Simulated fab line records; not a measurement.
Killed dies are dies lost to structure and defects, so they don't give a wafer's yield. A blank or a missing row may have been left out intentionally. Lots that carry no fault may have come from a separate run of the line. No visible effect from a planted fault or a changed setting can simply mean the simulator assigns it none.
Which of the tools did it?	flow berkeley_cmos170	14 lots, 42 wafers sampled, at 6 steps of a route of 331

WHAT THE GAUGES SHOWED, per wafer
UCB170_ACTIVE_THK_MEAS_06.
lot	measured	on	ACTIVE_NITRIDE_THK (nm)
L187	day 4 21:09	film_metro-04	222.7 220.1 219.7
L188	day 5 07:56	film_metro-04	219.3 219.8 219.6
L190	day 5 08:01	film_metro-02	220.6 220.8 224.1
L192	day 5 20:07	film_metro-04	217.3 218.9 218.4
L191	day 5 20:08	film_metro-02	220.2 219.6 217.4
L193	day 6 09:51	film_metro-04	220.2 219.4 219.9
L198	day 7 05:04	film_metro-01	219.6 219.3 221.2
L203	day 7 15:36	film_metro-04	221.7 222.5 221.0
L204	day 8 08:32	film_metro-01	217.3 218.0 217.9
L205	day 8 08:32	film_metro-04	219.8 220.8 219.9
L208	day 8 19:10	film_metro-01	218.7 219.6 219.1
L206	day 8 19:10	film_metro-02	218.9 219.4 219.2
L209	day 9 07:14	film_metro-02	219.4 218.8 217.4
L210	day 9 07:16	film_metro-04	223.1 222.8 220.9

UCB170_NLDD_TW_MEAS_11.
lot	measured	on	NLDD_TW
L187	day 7 13:40	film_metro-04	2193 2198 2185
L188	day 7 23:44	film_metro-02	2228 2223 2233
L190	day 8 00:01	film_metro-02	2237 2242 2228
L192	day 8 16:38	film_metro-04	2319 2313 2320
L191	day 8 16:05	film_metro-01	2221 2217 2226
L193	day 8 16:23	film_metro-04	2202 2182 2200
L198	day 9 14:02	film_metro-01	2338 2319 2323
L203	day 10 12:02	film_metro-04	2199 2192 2194
L204	day 10 22:37	film_metro-02	2225 2228 2228
L205	day 10 22:10	film_metro-04	2173 2189 2185
L208	day 11 14:19	film_metro-04	2181 2184 2188
L206	day 11 15:08	film_metro-02	2212 2224 2217
L209	day 12 01:55	film_metro-02	2227 2228 2226
L210	day 12 02:08	film_metro-01	2218 2212 2231

UCB170_PSD_CD_MEAS_06 targets a cd of 1200 nm.
lot	measured	on	cd_nm (nm)
L187	day 7 19:56	cd_sem-02	1202.3 1201.5 1200.5
L188	day 8 07:05	cd_sem-01	1200.4 1200.5 1199.0
L190	day 8 07:23	cd_sem-01	1198.3 1198.1 1199.3
L192	day 8 23:27	cd_sem-01	1200.9 1202.0 1199.7
L191	day 8 22:58	cd_sem-01	1199.4 1198.1 1200.0
L193	day 8 23:14	cd_sem-02	1199.0 1200.7 1200.7
L198	day 9 21:59	cd_sem-01	1200.0 1199.5 1200.0
L203	day 10 17:03	cd_sem-01	1199.6 1198.9 1198.3
L204	day 11 10:42	cd_sem-02	1202.5 1200.9 1200.2
L205	day 11 10:26	cd_sem-02	1202.1 1203.8 1203.1
L208	day 11 20:53	cd_sem-02	1200.6 1199.0 1198.7
L206	day 11 20:36	cd_sem-01	1202.0 1202.2 1202.4
L209	day 12 11:07	cd_sem-01	1200.0 1199.7 1200.0
L210	day 12 11:07	cd_sem-02	1199.8 1198.7 1197.4

UCB170_SDANNEAL_RS_MEAS_05: uses a four-point probe to measure.
lot	measured	on	NLDD_RS (ohm/sq)
L187	day 8 00:00	film_metro-04	613.8 614.7 616.1
L188	day 8 13:03	film_metro-01	614.0 614.3 614.4
L190	day 8 13:00	film_metro-04	618.3 617.1 616.9
L192	day 9 06:37	film_metro-01	574.4 575.7 574.4
L191	day 9 04:19	film_metro-04	615.9 615.8 613.6
L193	day 9 04:33	film_metro-02	619.8 618.3 620.4
L198	day 10 03:18	film_metro-04	578.2 578.5 579.5
L203	day 10 23:22	film_metro-02	618.4 618.5 616.5
L204	day 11 15:24	film_metro-04	612.4 613.7 613.8
L205	day 11 14:53	film_metro-02	617.3 618.6 618.6
L208	day 12 01:16	film_metro-01	614.7 615.5 613.5
L206	day 12 00:54	film_metro-02	616.1 616.4 617.7
L209	day 12 14:48	film_metro-01	616.5 616.3 617.8
L210	day 12 18:27	film_metro-01	616.3 614.9 616.3

WHAT TOOL EACH LOT RAN ON (gives the tool, then ch and the chambers of the sampled wafers, and finally the start)
lot	UCB170_PFIELD_STRIP_08	UCB170_NLDD_IMPLANT_09
L187	plasma_asher-01 ch 0,1, day 5 00:47	implanter-04 ch 0, day 7 13:25
L188	plasma_asher-03 ch 0,1, day 5 11:32	implanter-03 ch 0, day 7 23:29
L190	plasma_asher-01 ch 0,1, day 5 12:10	implanter-04 ch 0, day 7 23:47
L192	plasma_asher-03 ch 0,1, day 5 23:48	implanter-04 ch 0, day 8 16:25
L191	plasma_asher-01 ch 0,1, day 5 23:59	implanter-04 ch 0, day 8 15:52
L193	plasma_asher-02 ch 0,1, day 6 13:03	implanter-03 ch 0, day 8 16:10
L198	plasma_asher-01 ch 0,1, day 7 09:50	implanter-04 ch 0, day 9 13:49
L203	plasma_asher-01 ch 0,1, day 7 19:05	implanter-03 ch 0, day 10 11:46
L204	plasma_asher-02 ch 0,1, day 8 12:41	implanter-02 ch 0, day 10 22:22
L205	plasma_asher-01 ch 0,1, day 8 11:31	implanter-03 ch 0, day 10 21:56
L208	plasma_asher-03 ch 0,1, day 8 22:25	implanter-03 ch 0, day 11 14:04
L206	plasma_asher-02 ch 0, day 8 22:11	implanter-02 ch 0, day 11 14:53
L209	plasma_asher-02 ch 0,1, day 9 13:03	implanter-02 ch 0, day 12 01:43
L210	plasma_asher-03 ch 0,1, day 9 13:08	implanter-03 ch 0, day 12 01:55
- UCB170_PFIELD_STRIP_08: strips in O2.
- UCB170_NLDD_IMPLANT_09

AS READ BY THE TOOLS THEMSELVES (means over the sampled wafers that have a number; for cases with no such wafer, the mark the record gives instead)
UCB170_PFIELD_STRIP_08.
lot	tool	drypump_motor_current_A (A)	oes_product_au (a.u.)	strip_time_to_endpoint_s (s)
L187	plasma_asher-01	5.31	0.741	21.66
L188	plasma_asher-03	5.58	0.732	21.55
L190	plasma_asher-01	5.57	0.738	21.60
L192	plasma_asher-03	5.58	0.733	21.57
L191	plasma_asher-01	5.30	0.731	21.60
L193	plasma_asher-02	5.38	0.737	21.54
L198	plasma_asher-01	5.56	0.730	21.68
L203	plasma_asher-01	5.56	0.735	21.48
L204	plasma_asher-02	5.36	0.737	21.64
L205	plasma_asher-01	5.30	0.731	21.58
L208	plasma_asher-03	5.59	0.732	21.56
L206	plasma_asher-02	5.36	0.736	21.55
L209	plasma_asher-02	5.39	0.735	21.61
L210	plasma_asher-03	5.61	0.736	21.62

UCB170_NLDD_IMPLANT_09.
lot	tool	beam_energy_keV
L187	implanter-04	29.994
L188	implanter-03	30.007
L190	implanter-04	29.995
L192	implanter-04	40.492
L191	implanter-04	30.003
L193	implanter-03	30.003
L198	implanter-04	40.516
L203	implanter-03	30.003
L204	implanter-02	29.999
L205	implanter-03	29.990
L208	implanter-03	29.994
L206	implanter-02	30.004
L209	implanter-02	30.015
L210	implanter-03	29.995

THE ANSWER, worked out from the rows above alone
Rule: the lots themselves supply what counts as usual. Put in order of their means at a reading, lots are off if they are a third of the lots or fewer, leave a main group of 4 or more, and stand apart from it by a gap of 3 or more times the standard deviation of the main group's means; of several such gaps the widest counts. A main group whose means are all the same, to the digits that the tables above print for the reading, isn't used. A lot without any number at a reading at which 4 lots or more have one is off too. All remaining lots with rows at the step are treated as sound. Order of review: gauges by route order, followed by the tools' own readings, for which a lot's mean as printed above is used. The first step at which some lot is off is used, and at that step the reading that is off furthest; a lot without a number counts as furthest.
Off: at UCB170_NLDD_TW_MEAS_11 (NLDD_TW), L192, L198. For the main group the mean is 2210 and the standard deviation 18.
If a tool, at a process step before that reading, ran all the lots that are off and no sound lot after the first of them, it fits. The gauges at UCB170_NLDD_TW_MEAS_11 aren't tried: what is off there is off at UCB170_NLDD_IMPLANT_09 too, on other tools, and a gauge's error can't cause that. One candidate fits, namely implanter-04 at UCB170_NLDD_IMPLANT_09. Its last sound lot is L191 (day 8 15:52), its first lot that is off L192 (day 8 16:25): a fault that began between those two fits.
The tool's own readings at UCB170_NLDD_IMPLANT_09 bear it out: on the lots that are off they differ by more than 5 times the standard deviation of the sound lots' means. beam_energy_keV reads 40.504 there against 30.000 on the sound lots.

WHAT THE SIMULATOR PUT IN
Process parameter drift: implanter-04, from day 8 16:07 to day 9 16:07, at UCB170_NLDD_IMPLANT_09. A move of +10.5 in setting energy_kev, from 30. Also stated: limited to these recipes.
Struck lots among those shown: L192, L198. Same finding as the rule above.
